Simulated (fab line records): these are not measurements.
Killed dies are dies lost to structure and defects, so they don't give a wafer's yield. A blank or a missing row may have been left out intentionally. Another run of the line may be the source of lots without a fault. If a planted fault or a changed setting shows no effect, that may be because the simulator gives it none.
Comparing a struck lot with a sound one | flow berkeleyCmos170 | 14 steps out of a route of 331
Sound: wafers L411.2, L411.3, L411.4. Wafers struck: L402.2, L402.4, L402.6. The cause is given at the end.
For every step that has rows: the tool of each side, followed by ch and its chambers, followed by its first start. Under that, the readings that differ: sound wafers | struck wafers | difference of the means | sigmas: that difference in standard deviations of wafers without a fault.
alike: a reading whose means differ by less than 2 such deviations, as well as words and numbers matching on both sides. not compared: withheld readings; readings where some wafer has no value; bounds like >300 that might hide an equal value; numbers whose values overlap and for which the record gives no deviation.
The two part at a step that has a row with sigmas, a row that says differs or no value, or rows on one side only. When numbers do not overlap yet have no deviation, they are printed without sigmas and do not part them. A reading that every wafer of one side lacks parts them only if that side has two wafers or more.

UCB170_PVT_TW_MEAS_09:
  sound on filmMetro-04, day 10 15:26; struck on filmMetro-04, day 8 02:07
  alike: PVT_TW
then, 1 step without rows for these wafers: UCB170_GATE_WET_ETCH_00 (etches SiO2 in dHF, time 200 s).
UCB170_FIELD_THK_MEAS_91:
  sound on filmMetro-03, day 10 15:33; struck on filmMetro-03, day 8 02:14
  alike: FIELD_OXIDE_LEFT_2_THK
then, 1 step without rows for these wafers: UCB170_GATE_OXIDATION_01 (target thk 6.6 nm, ox time 1800 s).
UCB170_GATE_THK_MEAS_02:
  sound on filmMetro-03, day 10 22:54; struck on filmMetro-04, day 8 06:41
  alike: GATE_OXIDE_THK
then, 2 steps without rows for these wafers: UCB170_GATE_ANNEAL_03 (time 1874 s); UCB170_GATE_CVD_04 (deposits poly-Si from SiH4, time 1440 s, target thk 214 nm).
UCB170_GATE_THK_MEAS_05:
  sound on filmMetro-04, day 11 06:33; struck on filmMetro-01, day 8 13:07
  alike: GATE_POLY_THK
then, 4 steps without rows for these wafers: UCB170_GATE_COAT_06; UCB170_GATE_COAT_07 (resist thk 900 nm); UCB170_GATE_SOFTBAKE_08 (time 60 s); UCB170_GATE_EXPOSE_09 (exposes mask POLY, target cd 350 nm).
UCB170_GATE_PEB_10:
  sound on lithoTrack-04 ch 0, day 11 07:19; struck on lithoTrack-04, day 8 14:52
  no value came back on the struck wafers for chillPlateTempC (C), exhaustPa (Pa), plateTempC (C); on the sound wafers chillPlateTempC (C) reads 23.08 23.00 22.90
then, 1 step without rows for these wafers: UCB170_GATE_DEVELOP_11 (develop time 45 s).

== WHERE THEY PART ==
Within this record, at UCB170_GATE_PEB_10 only.

WHY: whatever the simulator had introduced
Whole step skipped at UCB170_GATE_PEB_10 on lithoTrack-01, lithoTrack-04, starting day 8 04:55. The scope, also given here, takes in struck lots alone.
